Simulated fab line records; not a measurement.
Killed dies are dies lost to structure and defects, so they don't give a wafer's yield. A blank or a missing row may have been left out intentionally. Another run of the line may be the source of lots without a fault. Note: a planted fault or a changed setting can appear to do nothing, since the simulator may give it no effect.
Which tool did it? / flow berkeleyCmos170 / 7 lots with 21 wafers sampled at 2 steps, on a route of 331 steps

## WHAT THE GAUGES READ, wafer by wafer
UCB170_PWELL_TW_MEAS_17.
lot=L314; measured=day 3 20:32; on=filmMetro-03; PWELL_TW=379.5 379.5 378.8
lot=L317; measured=day 4 06:43; on=filmMetro-01; PWELL_TW=380.9 381.9 379.8
lot=L318; measured=day 4 15:33; on=filmMetro-03; PWELL_TW=378.9 378.9 378.6
lot=L321; measured=day 5 02:11; on=filmMetro-01; PWELL_TW=381.4 381.2 380.7
lot=L323; measured=day 5 11:06; on=filmMetro-04; PWELL_TW=377.2 377.2 374.3
lot=L325; measured=day 5 16:43; on=filmMetro-03; PWELL_TW=378.7 381.6 379.4
lot=L333; measured=day 7 07:47; on=filmMetro-04; PWELL_TW=399.7 399.4 398.1

## EACH LOT AND THE TOOL THAT RAN IT (in order: tool; ch and the chambers of the sampled wafers; start)
lot=L314; UCB170_PWELL_IMPLANT_15=implanter-01 ch 0, day 3 20:17
lot=L317; UCB170_PWELL_IMPLANT_15=implanter-02 ch 0, day 4 06:28
lot=L318; UCB170_PWELL_IMPLANT_15=implanter-02 ch 0, day 4 15:19
lot=L321; UCB170_PWELL_IMPLANT_15=implanter-04 ch 0, day 5 01:58
lot=L323; UCB170_PWELL_IMPLANT_15=implanter-02 ch 0, day 5 10:51
lot=L325; UCB170_PWELL_IMPLANT_15=implanter-01 ch 0, day 5 16:28
lot=L333; UCB170_PWELL_IMPLANT_15=implanter-02 ch 0, day 7 07:32
- UCB170_PWELL_IMPLANT_15

## THE ANSWER, worked out from the rows above alone
Rule: what is usual is taken from the lots themselves. Put in order of their means at a reading, lots are off if they are a third of the lots or fewer, leave a main group of 4 or more, and stand apart from it by a gap of 3 or more times the standard deviation of the main group's means; of several such gaps the widest counts. A main group is skipped when, at the precision printed for the reading in the tables above, its means are all equal. A lot without any number at a reading at which 4 lots or more have one is off too. The other lots that the step has rows for count as sound.
Off: L333, at UCB170_PWELL_TW_MEAS_17 (PWELL_TW). The main group: mean 379.4, standard deviation 1.6.
If a tool, at a process step before that reading, ran all the lots that are off and no sound lot after the first of them, it fits. Those tools and the gauges at UCB170_PWELL_TW_MEAS_17 are tried in the same way. Can't be told from this: 2 tools fit, implanter-02 at UCB170_PWELL_IMPLANT_15, filmMetro-04 at UCB170_PWELL_TW_MEAS_17.

## WHAT HAD BEEN PUT IN BY THE SIMULATOR
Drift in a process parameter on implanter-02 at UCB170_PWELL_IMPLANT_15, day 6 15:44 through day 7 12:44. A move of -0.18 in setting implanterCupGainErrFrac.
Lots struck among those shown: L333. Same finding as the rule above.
